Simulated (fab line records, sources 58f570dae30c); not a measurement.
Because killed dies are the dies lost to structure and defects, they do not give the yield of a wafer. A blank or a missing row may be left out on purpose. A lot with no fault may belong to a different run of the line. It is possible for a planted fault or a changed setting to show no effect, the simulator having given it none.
A struck lot beside a sound one	flow berkeley_cmos170	14 steps out of a route of 331
Sound: these wafers, L861.1, L861.2, L861.4. The struck wafers were L851.4, L851.5, L851.6. The cause is named last.
At each step with rows: each side's tool, then ch and its chambers, then its first start. Under that, the readings that differ: sound wafers	struck wafers	difference of the means	sigmas: that difference in standard deviations of wafers without a fault.
alike: readings with means less than 2 such deviations apart, plus words and numbers identical on both sides. not compared: withheld readings, readings lacking a value on some wafer, bounds such as >300 that could conceal the same value, and numbers that have no deviation in the record and whose values overlap.
A row with sigmas, a row that says differs or no value, or rows on one side alone: a step with any of these is where the two part. Numbers that have no deviation but don't overlap get no sigmas and don't part them. A reading missing from all wafers of one side parts the sides only when that side holds two or more wafers.

first, 1 step without rows for these wafers: UCB170_NVT_IMPLANT_07.
UCB170_NVT_STRIP_08: strips in O2.
  sound on plasma_asher-04 ch 0,1, day 8 15:35; struck on plasma_asher-02 ch 0,1, day 6 18:29
  alike: chamber_pressure_mTorr, drypump_motor_current_A, oes_product_au, strip_time_to_endpoint_s
  not compared: rf_hours_counter_h
UCB170_NVT_TW_MEAS_09:
  sound on film_metro-01 at day 8 15:41; struck on film_metro-04 at day 6 18:35
  alike: NVT_TW
then, 7 steps without rows for these wafers: UCB170_NVT_CLEAN_10 (cleans in SPM, time 600 s); UCB170_PVT_HMDS_00 (prime time 60 s); UCB170_PVT_COAT_01 (resist thk 900 nm); UCB170_PVT_SOFTBAKE_02 (time 60 s); UCB170_PVT_EXPOSE_03 (exposes mask NWELL, target cd 3000 nm); UCB170_PVT_PEB_04; UCB170_PVT_DEVELOP_05 (develop time 45 s).
UCB170_PVT_OVL_MEAS_06:
  sound on overlay-02 at day 8 18:28; struck on overlay-02 at day 6 20:41
  alike: PVT_OVL
after that, 1 step had no rows for these wafers: UCB170_PVT_IMPLANT_07.
UCB170_PVT_STRIP_08: strips in O2.
  sound on plasma_asher-02 ch 0,1, day 8 18:39; struck on plasma_asher-02 ch 0,1, day 6 20:54
  no value came back on the struck wafers for any of 5 readings (chamber_pressure_mTorr (mTorr), drypump_motor_current_A (A) and others); on the sound wafers chamber_pressure_mTorr (mTorr) reads 3502 3500 3502
reading	sound	struck	difference	sigmas
model.KrF_of_PVT_COAT_01.thk_nm (nm)	0 0 0	882 882.3 881.5	+882	
  not compared: rf_hours_counter_h
UCB170_PVT_TW_MEAS_09:
  sound on film_metro-04 at day 8 18:45; struck on film_metro-04 at day 6 20:59
  alike: PVT_TW

WHERE THEY PART
Within this record, at UCB170_PVT_STRIP_08 only. Later steps at which nothing parts them and some readings are alike: UCB170_PVT_TW_MEAS_09.

WHY: the cause the simulator had injected
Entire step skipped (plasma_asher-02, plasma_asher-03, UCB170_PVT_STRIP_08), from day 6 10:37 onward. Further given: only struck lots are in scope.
